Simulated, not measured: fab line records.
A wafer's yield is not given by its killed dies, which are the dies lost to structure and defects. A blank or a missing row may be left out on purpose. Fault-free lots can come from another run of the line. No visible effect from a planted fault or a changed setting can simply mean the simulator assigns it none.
The tool behind it: which one? :: flow berkeley_cmos170 :: Sampling: 15 lots, 45 wafers, 6 of 331 route steps

== WHAT THE GAUGES SHOWED, per wafer ==
UCB170_GATE_OVL_MEAS_13. Usual: GATE_OVL 1 nm, standard deviation 5.9.
lot: L181
measured: day 6 09:15
on: overlay-02
GATE_OVL (nm): -10 -6 -1
flag: 

lot: L183
measured: day 6 23:22
on: overlay-02
GATE_OVL (nm): 1 7 9
flag: 

lot: L182
measured: day 6 22:52
on: overlay-02
GATE_OVL (nm): -10 -17 0
flag: 

lot: L184
measured: day 6 23:08
on: overlay-02
GATE_OVL (nm): -1 7 -5
flag: 

lot: L186
measured: day 7 08:19
on: overlay-02
GATE_OVL (nm): 5 -6 4
flag: 

lot: L187
measured: day 7 08:02
on: overlay-01
GATE_OVL (nm): 7 6 2
flag: 

lot: L189
measured: day 7 23:10
on: overlay-01
GATE_OVL (nm): 1 5 12
flag: 

lot: L191
measured: day 7 22:53
on: overlay-02
GATE_OVL (nm): 0 0 3
flag: 

lot: L192
measured: day 8 07:37
on: overlay-01
GATE_OVL (nm): 7 3 -2
flag: 

lot: L197
measured: day 9 11:46
on: overlay-02
GATE_OVL (nm): -2 -3 4
flag: 

lot: L198
measured: day 9 11:55
on: overlay-01
GATE_OVL (nm): -4 3 -2
flag: 

lot: L199
measured: day 10 02:35
on: overlay-02
GATE_OVL (nm): -7 -1 -1
flag: 

lot: L200
measured: day 10 08:28
on: overlay-01
GATE_OVL (nm): 3 6 8
flag: 

lot: L202
measured: day 10 17:52
on: overlay-01
GATE_OVL (nm): 4 6 7
flag: 

lot: L203
measured: day 10 18:07
on: overlay-02
GATE_OVL (nm): -2 9 2
flag: 

UCB170_PLDD_TW_MEAS_11. Usual: PLDD_TW 1009, standard deviation 6.1.
lot: L181
measured: day 6 12:19
on: film_metro-04
PLDD_TW: 1002 1001 1002
flag: 

lot: L183
measured: day 7 01:56
on: film_metro-03
PLDD_TW: 1142 1138 1139
flag: OFF

lot: L182
measured: day 7 01:15
on: film_metro-01
PLDD_TW: 1014 1013 1012
flag: 

lot: L184
measured: day 7 01:31
on: film_metro-03
PLDD_TW: 1007 1013 1009
flag: 

lot: L186
measured: day 7 11:11
on: film_metro-01
PLDD_TW: 1008 1011 1009
flag: 

lot: L187
measured: day 7 10:55
on: film_metro-04
PLDD_TW: 1008 1011 1011
flag: 

lot: L189
measured: day 8 01:49
on: film_metro-01
PLDD_TW: 1151 1147 1152
flag: OFF

lot: L191
measured: day 8 01:50
on: film_metro-01
PLDD_TW: 1151 1154 1150
flag: OFF

lot: L192
measured: day 8 10:26
on: film_metro-04
PLDD_TW: 1005 1001 1002
flag: 

lot: L197
measured: day 9 14:29
on: film_metro-01
PLDD_TW: 1013 1014 1021
flag: 

lot: L198
measured: day 9 14:43
on: film_metro-04
PLDD_TW: 1015 1005 1005
flag: 

lot: L199
measured: day 10 05:13
on: film_metro-03
PLDD_TW: 1011 1009 1011
flag: 

lot: L200
measured: day 10 10:35
on: film_metro-03
PLDD_TW: 1006 1012 1015
flag: 

lot: L202
measured: day 10 19:47
on: film_metro-04
PLDD_TW: 1000 992 1001
flag: 

lot: L203
measured: day 10 20:02
on: film_metro-03
PLDD_TW: 1015 1009 1013
flag: 

UCB170_SDANNEAL_RS_MEAS_04: the measuring method here is four-point-probe. Usual: PLDD_RS 1032.0 ohm/sq, standard deviation 2.5.
lot: L181
measured: day 7 05:16
on: film_metro-03
PLDD_RS (ohm/sq): 1034.3 1031.3 1034.8
flag: 

lot: L183
measured: day 7 13:48
on: film_metro-01
PLDD_RS (ohm/sq): 757.3 757.0 756.4
flag: OFF

lot: L182
measured: day 7 13:01
on: film_metro-01
PLDD_RS (ohm/sq): 1029.7 1031.7 1032.7
flag: 

lot: L184
measured: day 7 13:03
on: film_metro-04
PLDD_RS (ohm/sq): 1031.9 1032.2 1032.2
flag: 

lot: L186
measured: day 7 23:32
on: film_metro-03
PLDD_RS (ohm/sq): 1032.6 1032.0 1031.3
flag: 

lot: L187
measured: day 7 23:26
on: film_metro-04
PLDD_RS (ohm/sq): 1033.4 1037.5 1035.9
flag: 

lot: L189
measured: day 8 14:11
on: film_metro-03
PLDD_RS (ohm/sq): 757.7 757.3 754.6
flag: OFF

lot: L191
measured: day 8 14:38
on: film_metro-04
PLDD_RS (ohm/sq): 761.0 757.4 757.8
flag: OFF

lot: L192
measured: day 9 00:23
on: film_metro-01
PLDD_RS (ohm/sq): 1031.1 1033.0 1030.9
flag: 

lot: L197
measured: day 10 01:10
on: film_metro-04
PLDD_RS (ohm/sq): 1032.7 1035.1 1033.5
flag: 

lot: L198
measured: day 10 01:26
on: film_metro-03
PLDD_RS (ohm/sq): 1027.4 1029.6 1026.8
flag: 

lot: L199
measured: day 10 16:56
on: film_metro-03
PLDD_RS (ohm/sq): 1029.9 1030.4 1029.0
flag: 

lot: L200
measured: day 10 23:56
on: film_metro-03
PLDD_RS (ohm/sq): 1027.9 1026.3 1028.7
flag: 

lot: L202
measured: day 11 10:04
on: film_metro-01
PLDD_RS (ohm/sq): 1031.7 1032.6 1034.0
flag: 

lot: L203
measured: day 11 10:04
on: film_metro-03
PLDD_RS (ohm/sq): 1027.7 1031.3 1030.5
flag: 

== EACH LOT AND THE TOOL THAT RAN IT (in order: tool; ch and the chambers of the sampled wafers; start) ==
lot: L181
UCB170_PFIELD_STRIP_08: plasma_asher-02 ch 0,1, day 4 13:19
UCB170_GATE_STRIP_16: plasma_asher-03 ch 0,1, day 6 09:23
UCB170_PLDD_IMPLANT_09: implanter-01 ch 0, day 6 12:04

lot: L183
UCB170_PFIELD_STRIP_08: plasma_asher-01 ch 0,1, day 4 20:48
UCB170_GATE_STRIP_16: plasma_asher-04 ch 0,1, day 6 23:30
UCB170_PLDD_IMPLANT_09: implanter-04 ch 0, day 7 01:22

lot: L182
UCB170_PFIELD_STRIP_08: plasma_asher-02 ch 0,1, day 4 21:06
UCB170_GATE_STRIP_16: plasma_asher-04 ch 0,1, day 6 22:59
UCB170_PLDD_IMPLANT_09: implanter-03 ch 0, day 7 01:01

lot: L184
UCB170_PFIELD_STRIP_08: plasma_asher-01 ch 0,1, day 4 21:17
UCB170_GATE_STRIP_16: plasma_asher-01 ch 0,1, day 6 23:15
UCB170_PLDD_IMPLANT_09: implanter-01 ch 0, day 7 01:17

lot: L186
UCB170_PFIELD_STRIP_08: plasma_asher-03 ch 0,1, day 5 15:09
UCB170_GATE_STRIP_16: plasma_asher-04 ch 0,1, day 7 08:26
UCB170_PLDD_IMPLANT_09: implanter-03 ch 0, day 7 10:57

lot: L187
UCB170_PFIELD_STRIP_08: plasma_asher-02 ch 0,1, day 5 15:25
UCB170_GATE_STRIP_16: plasma_asher-04 ch 0,1, day 7 08:10
UCB170_PLDD_IMPLANT_09: implanter-04 ch 0, day 7 10:40

lot: L189
UCB170_PFIELD_STRIP_08: plasma_asher-01 ch 0,1, day 6 00:41
UCB170_GATE_STRIP_16: plasma_asher-04 ch 0,1, day 7 23:17
UCB170_PLDD_IMPLANT_09: implanter-01 ch 0, day 8 01:10

lot: L191
UCB170_PFIELD_STRIP_08: plasma_asher-03 ch 0,1, day 6 05:17
UCB170_GATE_STRIP_16: plasma_asher-04 ch 0,1, day 7 23:02
UCB170_PLDD_IMPLANT_09: implanter-04 ch 0, day 8 01:01

lot: L192
UCB170_PFIELD_STRIP_08: plasma_asher-02 ch 0,1, day 6 13:54
UCB170_GATE_STRIP_16: plasma_asher-04 ch 0, day 8 07:44
UCB170_PLDD_IMPLANT_09: implanter-04 ch 0, day 8 10:11

lot: L197
UCB170_PFIELD_STRIP_08: plasma_asher-03 ch 0,1, day 7 19:10
UCB170_GATE_STRIP_16: plasma_asher-04 ch 0,1, day 9 11:53
UCB170_PLDD_IMPLANT_09: implanter-03 ch 0, day 9 14:12

lot: L198
UCB170_PFIELD_STRIP_08: plasma_asher-02 ch 0,1, day 7 19:10
UCB170_GATE_STRIP_16: plasma_asher-01 ch 1, day 9 12:02
UCB170_PLDD_IMPLANT_09: implanter-01 ch 0, day 9 14:29

lot: L199
UCB170_PFIELD_STRIP_08: plasma_asher-03 ch 0,1, day 8 04:37
UCB170_GATE_STRIP_16: plasma_asher-01 ch 0,1, day 10 02:43
UCB170_PLDD_IMPLANT_09: implanter-01 ch 0, day 10 04:58

lot: L200
UCB170_PFIELD_STRIP_08: plasma_asher-02 ch 0,1, day 8 12:41
UCB170_GATE_STRIP_16: plasma_asher-01 ch 0,1, day 10 08:35
UCB170_PLDD_IMPLANT_09: implanter-01 ch 0, day 10 10:20

lot: L202
UCB170_PFIELD_STRIP_08: plasma_asher-02 ch 0,1, day 8 17:55
UCB170_GATE_STRIP_16: plasma_asher-04 ch 0,1, day 10 18:00
UCB170_PLDD_IMPLANT_09: implanter-04 ch 0, day 10 19:32

lot: L203
UCB170_PFIELD_STRIP_08: plasma_asher-01 ch 0,1, day 8 18:11
UCB170_GATE_STRIP_16: plasma_asher-01 ch 0,1, day 10 18:14
UCB170_PLDD_IMPLANT_09: implanter-03 ch 0, day 10 19:47
- UCB170_PFIELD_STRIP_08: strips in O2.
- UCB170_GATE_STRIP_16: strips in O2.
- UCB170_PLDD_IMPLANT_09

== WHAT THE TOOLS THEMSELVES READ (means of the sampled wafers that have a number; where no wafer has one, the mark that the record gives instead) ==
UCB170_PFIELD_STRIP_08. Usual: drypump_motor_current_A 5.4 A, standard deviation 0.41; oes_product_au 0.734 a.u., standard deviation 0.0044; strip_time_to_endpoint_s 21.65 s, standard deviation 0.073.
lot: L181
tool: plasma_asher-02
drypump_motor_current_A (A): 5.8
oes_product_au (a.u.): 0.734
strip_time_to_endpoint_s (s): 21.62
flag: 

lot: L183
tool: plasma_asher-01
drypump_motor_current_A (A): 5.3
oes_product_au (a.u.): 0.727
strip_time_to_endpoint_s (s): 21.60
flag: 

lot: L182
tool: plasma_asher-02
drypump_motor_current_A (A): 5.8
oes_product_au (a.u.): 0.737
strip_time_to_endpoint_s (s): 21.65
flag: 

lot: L184
tool: plasma_asher-01
drypump_motor_current_A (A): 5.3
oes_product_au (a.u.): 0.735
strip_time_to_endpoint_s (s): 21.75
flag: 

lot: L186
tool: plasma_asher-03
drypump_motor_current_A (A): 5.4
oes_product_au (a.u.): 0.732
strip_time_to_endpoint_s (s): 21.68
flag: 

lot: L187
tool: plasma_asher-02
drypump_motor_current_A (A): 5.8
oes_product_au (a.u.): 0.736
strip_time_to_endpoint_s (s): 21.65
flag: 

lot: L189
tool: plasma_asher-01
drypump_motor_current_A (A): 5.3
oes_product_au (a.u.): 0.733
strip_time_to_endpoint_s (s): 21.60
flag: 

lot: L191
tool: plasma_asher-03
drypump_motor_current_A (A): 5.1
oes_product_au (a.u.): 0.731
strip_time_to_endpoint_s (s): 21.67
flag: 

lot: L192
tool: plasma_asher-02
drypump_motor_current_A (A): 5.4
oes_product_au (a.u.): 0.734
strip_time_to_endpoint_s (s): 21.58
flag: 

lot: L197
tool: plasma_asher-03
drypump_motor_current_A (A): 5.4
oes_product_au (a.u.): 0.731
strip_time_to_endpoint_s (s): 21.66
flag: 

lot: L198
tool: plasma_asher-02
drypump_motor_current_A (A): 5.8
oes_product_au (a.u.): 0.735
strip_time_to_endpoint_s (s): 21.63
flag: 

lot: L199
tool: plasma_asher-03
drypump_motor_current_A (A): 5.1
oes_product_au (a.u.): 0.732
strip_time_to_endpoint_s (s): 21.62
flag: 

lot: L200
tool: plasma_asher-02
drypump_motor_current_A (A): 5.8
oes_product_au (a.u.): 0.739
strip_time_to_endpoint_s (s): 21.70
flag: 

lot: L202
tool: plasma_asher-02
drypump_motor_current_A (A): 5.4
oes_product_au (a.u.): 0.731
strip_time_to_endpoint_s (s): 21.65
flag: 

lot: L203
tool: plasma_asher-01
drypump_motor_current_A (A): 5.3
oes_product_au (a.u.): 0.732
strip_time_to_endpoint_s (s): 21.54
flag: 

UCB170_GATE_STRIP_16. Usual: drypump_motor_current_A 5.6 A, standard deviation 0.48; oes_product_au 0.724 a.u., standard deviation 0.0048.
lot: L181
tool: plasma_asher-03
drypump_motor_current_A (A): 5.2
oes_product_au (a.u.): 0.718
flag: 

lot: L183
tool: plasma_asher-04
drypump_motor_current_A (A): 6.0
oes_product_au (a.u.): 0.728
flag: 

lot: L182
tool: plasma_asher-04
drypump_motor_current_A (A): 5.7
oes_product_au (a.u.): 0.724
flag: 

lot: L184
tool: plasma_asher-01
drypump_motor_current_A (A): 5.3
oes_product_au (a.u.): 0.725
flag: 

lot: L186
tool: plasma_asher-04
drypump_motor_current_A (A): 6.0
oes_product_au (a.u.): 0.725
flag: 

lot: L187
tool: plasma_asher-04
drypump_motor_current_A (A): 5.6
oes_product_au (a.u.): 0.723
flag: 

lot: L189
tool: plasma_asher-04
drypump_motor_current_A (A): 5.7
oes_product_au (a.u.): 0.724
flag: 

lot: L191
tool: plasma_asher-04
drypump_motor_current_A (A): 6.0
oes_product_au (a.u.): 0.724
flag: 

lot: L192
tool: plasma_asher-04
drypump_motor_current_A (A): 5.3
oes_product_au (a.u.): 0.729
flag: 

lot: L197
tool: plasma_asher-04
drypump_motor_current_A (A): 5.7
oes_product_au (a.u.): 0.721
flag: 

lot: L198
tool: plasma_asher-01
drypump_motor_current_A (A): 5.4
oes_product_au (a.u.): 0.724
flag: 

lot: L199
tool: plasma_asher-01
drypump_motor_current_A (A): 5.3
oes_product_au (a.u.): 0.723
flag: 

lot: L200
tool: plasma_asher-01
drypump_motor_current_A (A): 5.3
oes_product_au (a.u.): 0.721
flag: 

lot: L202
tool: plasma_asher-04
drypump_motor_current_A (A): 5.7
oes_product_au (a.u.): 0.722
flag: 

lot: L203
tool: plasma_asher-01
drypump_motor_current_A (A): 5.3
oes_product_au (a.u.): 0.724
flag: 

UCB170_PLDD_IMPLANT_09. Usual: 157 for faraday_current_uA, sd 4.3.
lot: L181
tool: implanter-01
faraday_current_uA: 150
flag: 

lot: L183
tool: implanter-04
faraday_current_uA: 160
flag: 

lot: L182
tool: implanter-03
faraday_current_uA: 158
flag: 

lot: L184
tool: implanter-01
faraday_current_uA: 152
flag: 

lot: L186
tool: implanter-03
faraday_current_uA: 161
flag: 

lot: L187
tool: implanter-04
faraday_current_uA: 160
flag: 

lot: L189
tool: implanter-01
faraday_current_uA: 153
flag: 

lot: L191
tool: implanter-04
faraday_current_uA: 158
flag: 

lot: L192
tool: implanter-04
faraday_current_uA: 158
flag: 

lot: L197
tool: implanter-03
faraday_current_uA: 161
flag: 

lot: L198
tool: implanter-01
faraday_current_uA: 151
flag: 

lot: L199
tool: implanter-01
faraday_current_uA: 154
flag: 

lot: L200
tool: implanter-01
faraday_current_uA: 150
flag: 

lot: L202
tool: implanter-04
faraday_current_uA: 160
flag: 

lot: L203
tool: implanter-03
faraday_current_uA: 159
flag: 

== THE ANSWER, worked out from the rows above alone ==
Rule: a lot counts as off when the mean over its wafers that have a number is more than 3 standard deviations away from the usual mean. Also off: a lot with no number at a reading for which 4 or more lots have one. The other lots that the step has rows for count as sound. After the gauges, taken in route order, come the tools' own readings; for these a lot's mean is taken, as printed above. At the first step where some lot is off, the reading lying furthest off is the one used; lots without a number count as furthest.
Off: L183, L189, L191, seen at UCB170_PLDD_TW_MEAS_11 (PLDD_TW).
A tool fits if, at a process step before that reading, it ran every lot that is off, and no sound lot after the first of them. Gauges at UCB170_PLDD_TW_MEAS_11: tried the same way as those tools. Not one of the candidates tried fits.

== WHAT THE SIMULATOR HAD INSERTED ==
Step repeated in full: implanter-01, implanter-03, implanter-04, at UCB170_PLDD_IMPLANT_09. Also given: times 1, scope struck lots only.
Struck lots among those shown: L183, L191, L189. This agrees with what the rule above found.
